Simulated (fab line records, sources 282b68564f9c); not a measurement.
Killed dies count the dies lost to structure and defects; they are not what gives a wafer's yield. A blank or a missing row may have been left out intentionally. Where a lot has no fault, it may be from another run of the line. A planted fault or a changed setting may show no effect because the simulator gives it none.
Which tool was responsible? -- flow ritCmos -- 21 wafers from 7 lots sampled at 3 of the route's 202 steps

== WHAT THE GAUGES READ, wafer by wafer ==
RIT_SDANNEAL_RS_MEAS_04: the measuring method here is four-point-probe.
lot,measured,on,PSD_RS (ohm/sq)
L810,day 3 13:52,filmMetro-01,115.70 116.38 115.78
L813,day 4 09:29,filmMetro-01,115.54 115.46 115.47
L815,day 4 15:25,filmMetro-01,116.11 115.99 116.16
L817,day 5 04:40,filmMetro-02,115.82 116.02 115.99
L818,day 5 13:22,filmMetro-03,116.02 116.00 115.83
L822,day 6 00:31,filmMetro-03,129.97 130.17 130.30
L831,day 8 02:42,filmMetro-02,115.77 115.54 115.61

== TOOL THAT RAN EACH LOT (tool first, then ch and the chambers of the sampled wafers, then the start) ==
lot,RIT_GATE_STRIP_20,RIT_SDANNEAL_RTA_03
L810,"plasmaAsher-01 ch 1, day 3 01:00","rtpAnneal-01 ch 0, day 3 13:48"
L813,"plasmaAsher-02 ch 0,1, day 3 15:32","rtpAnneal-02 ch 0, day 4 09:26"
L815,"plasmaAsher-03 ch 0, day 4 02:25","rtpAnneal-02 ch 0, day 4 15:20"
L817,"plasmaAsher-03 ch 0,1, day 4 14:31","rtpAnneal-02 ch 0, day 5 04:35"
L818,"plasmaAsher-01 ch 0,1, day 5 00:03","rtpAnneal-02 ch 0, day 5 13:17"
L822,"plasmaAsher-01 ch 0,1, day 5 12:02","rtpAnneal-01 ch 0, day 6 00:27"
L831,"plasmaAsher-03 ch 0,1, day 7 13:32","rtpAnneal-02 ch 0, day 8 02:38"
- RIT_GATE_STRIP_20: strips in O2, time 180 s.
- RIT_SDANNEAL_RTA_03: time 5 s.

== THE ANSWER, worked out from the rows above alone ==
Rule: the lots themselves supply what counts as usual. Put in order of their means at a reading, lots are off if they are a third of the lots or fewer, leave a main group of 4 or more, and stand apart from it by a gap of 3 or more times the standard deviation of the main group's means; of several such gaps the widest counts. A main group whose means are all the same, to the digits that the tables above print for the reading, isn't used. Also off: a lot with no number at a reading for which 4 or more lots have one. The other lots that the step has rows for count as sound.
Off: at RIT_SDANNEAL_RS_MEAS_04 (PSD_RS), L822. Main group: mean 115.84 ohm/sq, sd 0.21.
A tool fits if, at a process step before that reading, it ran every lot that is off, and no sound lot after the first of them. Gauges at RIT_SDANNEAL_RS_MEAS_04: tried the same way as those tools. Can't be told from this: 3 tools fit, plasmaAsher-01 at RIT_GATE_STRIP_20, rtpAnneal-01 at RIT_SDANNEAL_RTA_03, filmMetro-03 at RIT_SDANNEAL_RS_MEAS_04.

== WHAT THE SIMULATOR HAD INSERTED ==
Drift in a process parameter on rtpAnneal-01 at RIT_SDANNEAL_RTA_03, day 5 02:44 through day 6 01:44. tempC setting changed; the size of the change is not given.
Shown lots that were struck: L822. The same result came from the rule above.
